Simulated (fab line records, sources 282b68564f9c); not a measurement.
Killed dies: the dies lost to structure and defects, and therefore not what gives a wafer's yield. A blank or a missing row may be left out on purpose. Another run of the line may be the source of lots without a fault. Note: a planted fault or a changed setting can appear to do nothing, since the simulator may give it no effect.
Which tool did it? | flow rit_cmos | Sampling: 14 lots, 42 wafers, 3 of 202 route steps

## WHAT THE GAUGES READ, wafer by wafer
RIT_PRETRO_TW_MEAS_10. Usual: for PRETRO_TW the level is 473.8 and the standard deviation is 2.6.
lot  | measured    | on            | PRETRO_TW         | flag
L302 | day 2 11:58 | film_metro-01 | 473.1 470.5 471.4 |
L303 | day 2 19:09 | film_metro-04 | 473.8 472.6 471.9 |
L304 | day 3 00:23 | film_metro-04 | 473.2 471.2 471.3 |
L309 | day 4 00:23 | film_metro-03 | 420.1 419.5 420.9 | OFF
L310 | day 4 05:22 | film_metro-03 | 419.0 417.4 423.0 | OFF
L313 | day 4 23:13 | film_metro-04 | 469.8 468.1 467.0 |
L314 | day 5 03:26 | film_metro-04 | 476.0 474.1 474.2 |
L315 | day 5 08:03 | film_metro-03 | 473.1 476.1 470.6 |
L318 | day 5 20:11 | film_metro-01 | 474.4 472.0 474.1 |
L319 | day 6 01:50 | film_metro-03 | 476.8 475.5 470.8 |
L321 | day 6 11:05 | film_metro-01 | 475.1 477.2 477.7 |
L322 | day 6 18:38 | film_metro-01 | 478.5 473.7 476.2 |
L323 | day 6 21:10 | film_metro-03 | 473.5 474.5 473.2 |
L324 | day 7 03:28 | film_metro-03 | 474.4 469.1 472.7 |

RIT_SDANNEAL_RS_MEAS_07: the measuring method here is four-point-probe. Usual: for NLDD_RS the level is 151.8 ohm/sq and the standard deviation is 0.49.
lot  | measured    | on            | NLDD_RS (ohm/sq)  | flag
L302 | day 3 07:53 | film_metro-04 | 152.5 152.3 152.3 |
L303 | day 3 13:14 | film_metro-04 | 152.3 152.1 152.4 |
L304 | day 3 18:01 | film_metro-02 | 151.2 151.3 152.1 |
L309 | day 4 18:19 | film_metro-02 | 152.5 152.3 152.3 |
L310 | day 5 03:58 | film_metro-01 | 151.3 151.8 151.2 |
L313 | day 5 17:29 | film_metro-02 | 152.1 152.2 152.3 |
L314 | day 6 02:40 | film_metro-01 | 151.7 151.6 151.9 |
L315 | day 6 02:02 | film_metro-01 | 151.2 151.2 151.1 |
L318 | day 6 14:46 | film_metro-04 | 152.1 151.6 151.7 |
L319 | day 6 19:54 | film_metro-01 | 151.3 151.2 150.8 |
L321 | day 7 05:15 | film_metro-02 | 152.8 152.4 152.4 |
L322 | day 7 12:25 | film_metro-02 | 151.5 151.1 151.3 |
L323 | day 7 15:35 | film_metro-04 | 151.2 151.9 151.8 |
L324 | day 7 21:24 | film_metro-04 | 151.6 151.6 151.3 |

## EACH LOT AND THE TOOL THAT RAN IT (in order: tool; ch and the chambers of the sampled wafers; start)
lot  | RIT_PRETRO_IMPLANT_08
L302 | implanter-01 ch 0, day 2 11:38
L303 | implanter-02 ch 0, day 2 18:49
L304 | implanter-02 ch 0, day 3 00:03
L309 | implanter-02 ch 0, day 4 00:05
L310 | implanter-02 ch 0, day 4 05:02
L313 | implanter-01 ch 0, day 4 22:54
L314 | implanter-01 ch 0, day 5 03:07
L315 | implanter-04 ch 0, day 5 07:46
L318 | implanter-04 ch 0, day 5 19:52
L319 | implanter-01 ch 0, day 6 01:32
L321 | implanter-04 ch 0, day 6 10:47
L322 | implanter-04 ch 0, day 6 18:19
L323 | implanter-01 ch 0, day 6 20:51
L324 | implanter-01 ch 0, day 7 03:11
- RIT_PRETRO_IMPLANT_08

## AS READ BY THE TOOLS THEMSELVES (means over the sampled wafers that have a number; for cases with no such wafer, the mark the record gives instead)
RIT_PRETRO_IMPLANT_08. Usual: beam_on_s 9.95 s, standard deviation 0.2; dose_ions_cm2 1.1998e+13, standard deviation 1.4e+10; faraday_current_uA 38.3, standard deviation 0.75.
lot  | tool         | beam_on_s (s) | dose_ions_cm2 | faraday_current_uA | flag
L302 | implanter-01 | 9.94          | 1.1992e+13    | 38.2               |
L303 | implanter-02 | 9.86          | 1.1992e+13    | 38.7               |
L304 | implanter-02 | 9.91          | 1.1998e+13    | 38.4               |
L309 | implanter-02 | 10.00         | 8.0460e+12    | 25.5               | OFF
L310 | implanter-02 | 10.08         | 8.0343e+12    | 25.3               | OFF
L313 | implanter-01 | 9.76          | 1.2001e+13    | 39.0               |
L314 | implanter-01 | 10.03         | 1.1992e+13    | 37.9               |
L315 | implanter-04 | 10.13         | 1.1979e+13    | 37.6               |
L318 | implanter-04 | 9.93          | 1.1998e+13    | 38.4               |
L319 | implanter-01 | 9.93          | 1.1977e+13    | 38.3               |
L321 | implanter-04 | 9.91          | 1.2022e+13    | 38.3               |
L322 | implanter-04 | 9.92          | 1.2005e+13    | 38.3               |
L323 | implanter-01 | 9.94          | 1.1996e+13    | 38.2               |
L324 | implanter-01 | 10.06         | 1.2016e+13    | 37.7               |

## THE ANSWER, worked out from the rows above alone
Rule: a lot counts as off when the mean over its wafers that have a number is more than 3 standard deviations away from the usual mean. Also off: a lot with no number at a reading for which 4 or more lots have one. All remaining lots with rows at the step are treated as sound. Order of review: gauges by route order, followed by the tools' own readings, for which a lot's mean as printed above is used. The first step at which some lot is off is used, and at that step the reading that is off furthest; a lot without a number counts as furthest.
Off: L309, L310, seen at RIT_PRETRO_TW_MEAS_10 (PRETRO_TW).
If a tool, at a process step before that reading, ran all the lots that are off and no sound lot after the first of them, it fits. Not tried: the gauges at RIT_PRETRO_TW_MEAS_10; whatever is off there is also off at RIT_PRETRO_IMPLANT_08, on other tools, and gauge error can't account for it. One fits: implanter-02 at RIT_PRETRO_IMPLANT_08. Its last sound lot is L304 (day 3 00:03), its first lot that is off L309 (day 4 00:05): a fault that began between those two fits.
The tool's own readings at RIT_PRETRO_IMPLANT_08 bear it out: on the lots that are off they differ by more than 5 times the standard deviation of the sound lots' means. dose_ions_cm2 reads 8.0402e+12 there against 1.1997e+13 on the sound lots; faraday_current_uA reads 25.4 there against 38.2 on the sound lots.

## WHAT THE SIMULATOR HAD PUT IN
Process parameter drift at RIT_PRETRO_IMPLANT_08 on implanter-02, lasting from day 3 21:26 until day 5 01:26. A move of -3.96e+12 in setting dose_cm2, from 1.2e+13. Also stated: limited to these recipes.
Lots struck among those shown: L309, L310. This agrees with what the rule above found.
